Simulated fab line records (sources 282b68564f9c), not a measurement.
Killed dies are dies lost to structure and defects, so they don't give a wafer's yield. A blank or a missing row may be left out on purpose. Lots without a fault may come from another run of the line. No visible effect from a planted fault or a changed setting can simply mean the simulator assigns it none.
fab line records / flow rit-cmos
[record] lots = 14 wafers = 42 last-day = 7
route steps=202 shown REOX@101 M1@202
lots with no fault: from the same line, run without faults
start-h: hours from the record's first day to the start of the lot's first wafer shown / wait-h: hours from the lot's prior step to this one / " the same as in the row above / L1.1+2: a row that stands for several wafers / - no value present, or no start provided / * or withheld: withheld / < > ~ a bound
route shown NAME@n: a module of which the file shows steps, and the number in the route of the first / usual: mean/standard deviation of fault-free wafers / same: alike in all rows / chamber/n: place in a boat / sites: each site's reading / _std_site: how widely they spread, as a standard deviation / _edge_site: mean of outer sites minus mean of inner sites / radius-mm: how far each site lies from the wafer's centre / mask NAME#n: copy n / behind: tool/chamber where the wafer was last shaped / hold: why the lot went on hold/how many hours it stayed there/how the hold came to an end / device: names the non-switching transistor (n, p or np) / end of line: the tests these same wafers got at the end of their route / a step given without rows: its recipe and nothing more / killed: dies that structure and defects cost at the first sort, which is not the same as the wafer's yield / map: per-die view of a wafer (x killed, . not killed, _ where there is no die)
set.NAME: setting as actually run; set.NAME@STEP: the setting as run at that earlier step / model.NAME: the simulator's own value behind a step, which no gauge read
the route's steps for a sample of lots (tables are steps, rows are wafers)
services: the hour from which a tool's chamber was out of use, counted from the record's first day as start-h (under 0 if before that day), plus the number of hours and why
[[steps]]
[step RIT_REOX_OXIDATION_03]
[recipe] temp-c = 900 ambient = O2 target-thk-a = 252 ox-time-s = 5580
lot.wafer=L318.3+5+6 tool=furnace-01 chamber=0 start-h=40.12 wait-h=1.7
lot.wafer=L322.1+2+6 tool=furnace-03 chamber=0 start-h=61.68 wait-h=1.1
lot.wafer=L324.1+5+6 tool=furnace-03 chamber=0 start-h=76.51 wait-h=0.0
lot.wafer=L328.3+5+6 tool=furnace-03 chamber=0 start-h=92.49 wait-h=0.0
lot.wafer=L329.4+5+6 tool=furnace-01 chamber=0 start-h=98.84 wait-h=2.7
lot.wafer=L331.1+5+6 tool=furnace-03 chamber=0 start-h=109.86 wait-h=1.2
lot.wafer=L332.1+2+5 tool=furnace-03 chamber=0 start-h=113.48 wait-h=1.9
lot.wafer=L333.4+5+6 tool=furnace-04 chamber=0 start-h=118.21 wait-h=0.4
lot.wafer=L335.2+4+6 tool=furnace-04 chamber=0 start-h=124.61 wait-h=0.9
lot.wafer=L336.2+5+6 tool=furnace-01 chamber=0 start-h=133.85 wait-h=2.7
lot.wafer=L337.1+2+6 tool=furnace-01 chamber=0 start-h=138.74 wait-h=0.5
lot.wafer=L338.1+3+5 tool=furnace-01 chamber=0 start-h=141.54 wait-h=2.1
lot.wafer=L339.1+2+3 tool=furnace-01 chamber=0 start-h=146.48 wait-h=1.3
lot.wafer=L340.2+3+6 tool=furnace-04 chamber=0 start-h=152.91 wait-h=0.6
[step RIT_M1_PROBE_99]
[usual] killed-at-contacts = 0.0/0.22 killed-at-front-end = 7/3.2 killed-dies = 8/3.2 killed-on-rim = 1.9/1.4 killed-open = 3.7/2.1 killed-short = 3.8/2.2
[same] gross-dies = 264 killed_at_M0_to_M3 = 0 killed_at_M4_up = 0 killed-at-back-side = 0 killed-at-other = 0
lot.wafer=L331.1 tool=prober-02 chamber=- start-h=129.05 wait-h=0.1 killed-at-contacts=0 killed-at-front-end=176 killed-dies=176 killed-on-rim=49 killed-open=0 killed-short=4
lot.wafer=L331.5 tool=prober-02 chamber=- start-h=129.25 wait-h=0.2 killed-at-contacts=0 killed-at-front-end=187 killed-dies=187 killed-on-rim=46 killed-open=2 killed-short=6
lot.wafer=L331.6 tool=prober-02 chamber=- start-h=129.30 wait-h=0.2 killed-at-contacts=0 killed-at-front-end=177 killed-dies=177 killed-on-rim=48 killed-open=4 killed-short=2
lot.wafer=L332.1 tool=prober-01 chamber=- start-h=132.42 wait-h=0.1 killed-at-contacts=0 killed-at-front-end=179 killed-dies=179 killed-on-rim=48 killed-open=0 killed-short=2
lot.wafer=L332.2 tool=prober-01 chamber=- start-h=132.47 wait-h=0.1 killed-at-contacts=0 killed-at-front-end=191 killed-dies=191 killed-on-rim=54 killed-open=2 killed-short=6
lot.wafer=L332.5 tool=prober-01 chamber=- start-h=132.62 wait-h=0.2 killed-at-contacts=0 killed-at-front-end=196 killed-dies=196 killed-on-rim=53 killed-open=3 killed-short=1
lot.wafer=L335.2 tool=prober-02 chamber=- start-h=143.76 wait-h=0.1 killed-at-contacts=0 killed-at-front-end=6 killed-dies=6 killed-on-rim=1 killed-open=2 killed-short=4
lot.wafer=L335.4 tool=prober-02 chamber=- start-h=143.86 wait-h=0.2 killed-at-contacts=0 killed-at-front-end=13 killed-dies=13 killed-on-rim=5 killed-open=5 killed-short=8
lot.wafer=L335.6 tool=prober-02 chamber=- start-h=143.96 wait-h=0.2 killed-at-contacts=0 killed-at-front-end=7 killed-dies=7 killed-on-rim=2 killed-open=4 killed-short=3
lot.wafer=L336.2 tool=prober-01 chamber=- start-h=153.24 wait-h=0.1 killed-at-contacts=0 killed-at-front-end=9 killed-dies=9 killed-on-rim=2 killed-open=6 killed-short=3
lot.wafer=L336.5 tool=prober-01 chamber=- start-h=153.39 wait-h=0.2 killed-at-contacts=0 killed-at-front-end=6 killed-dies=6 killed-on-rim=2 killed-open=3 killed-short=3
lot.wafer=L336.6 tool=prober-01 chamber=- start-h=153.44 wait-h=0.2 killed-at-contacts=0 killed-at-front-end=7 killed-dies=7 killed-on-rim=2 killed-open=3 killed-short=4
// killed by level:class
L331.1 REOX:unspecified=172 GATE:geometric-particle:short=3 REOX:geometric-particle:short=1
L331.5 REOX:unspecified=179 GATE:geometric-particle:short=3 REOX:geometric-particle:short=2 FOX2:geometric-particle:short=1 REOX:geometric-particle:open=1 SPACER:geometric-particle:open=1
L331.6 REOX:unspecified=171 REOX:geometric-particle:open=2 SPACER:geometric-particle:short=2 GATE:geometric-particle:open=1 SPACER:geometric-particle:open=1
L332.1 REOX:unspecified=177 REOX:geometric-particle:short=2
L332.2 REOX:unspecified=183 GATE:geometric-particle:short=2 REOX:geometric-particle:short=2 SPACER:geometric-particle:open=2 FOX1:geometric-particle:short=1 SILICIDE:geometric-particle:short=1
L332.5 REOX:unspecified=192 SPACER:geometric-particle:open=2 SPACER:geometric-particle:short=1 SILICIDE:geometric-particle:open=1
L335.2 FOX1:geometric-particle:short=2 GATE:geometric-particle:open=2 FOX2:geometric-particle:short=1 REOX:geometric-particle:short=1
L335.4 GATE:geometric-particle:short=3 SILICIDE:geometric-particle:open=3 FOX2:geometric-particle:short=2 GATE:geometric-particle:open=2 REOX:geometric-particle:short=2 SILICIDE:geometric-particle:short=1
L335.6 GATE:geometric-particle:open=2 ACTIVE:geometric-particle:short=1 FOX1:geometric-particle:short=1 FOX1:geometric-particle:open=1 FOX2:geometric-particle:short=1 SPACER:geometric-particle:open=1
L336.2 GATE:geometric-particle:open=2 GATE:geometric-particle:short=2 REOX:geometric-particle:open=2 FOX1:geometric-particle:open=1 REOX:geometric-particle:short=1 SPACER:geometric-particle:open=1
L336.5 FOX1:geometric-particle:short=2 FOX2:geometric-particle:open=1 GATE:geometric-particle:open=1 GATE:geometric-particle:short=1 SPACER:geometric-particle:open=1
L336.6 GATE:geometric-particle:short=2 ACTIVE:geometric-particle:open=1 FOX2:geometric-particle:short=1 GATE:geometric-particle:open=1 REOX:geometric-particle:short=1 REOX:geometric-particle:open=1
[[services]]
tool=furnace-03 chamber=- start-h=45.85 hours=9.7 kind=pm
tool=furnace-01 chamber=- start-h=68.91 hours=3.5 kind=pm
tool=furnace-03 chamber=- start-h=139.19 hours=4.2 kind=pm
tool=furnace-01 chamber=- start-h=152.05 hours=3.5 kind=pm
[[key]]
[first-sign] step = RIT_M1_PROBE_99 reading = killed-at-front-end direction = up sigmas = 56 usual = 7 struck = 184
[effect] step = RIT_M1_PROBE_99 reading = killed-dies direction = up sigmas = 56 usual = 8 struck = 184
met-at RIT_REOX_OXIDATION_03
struck-lots L331,L332
tester-left-out L331,L332
onset-between 92.49 109.86
[fault] kind = chamber-particle-source tool = furnace-03 chamber = - onset-h = 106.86 steps = RIT_REOX_OXIDATION_03 rate-per-visit-cm2 = 2.108 end-h = 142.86
// tester-left-out: of these lots the tester's yield and bins aren't shown, on N5 and GAA mostly nor the transistor test; their killed dies are dies lost to structure and defects alone, not to doping, threshold or leakage, so they don't give the yield
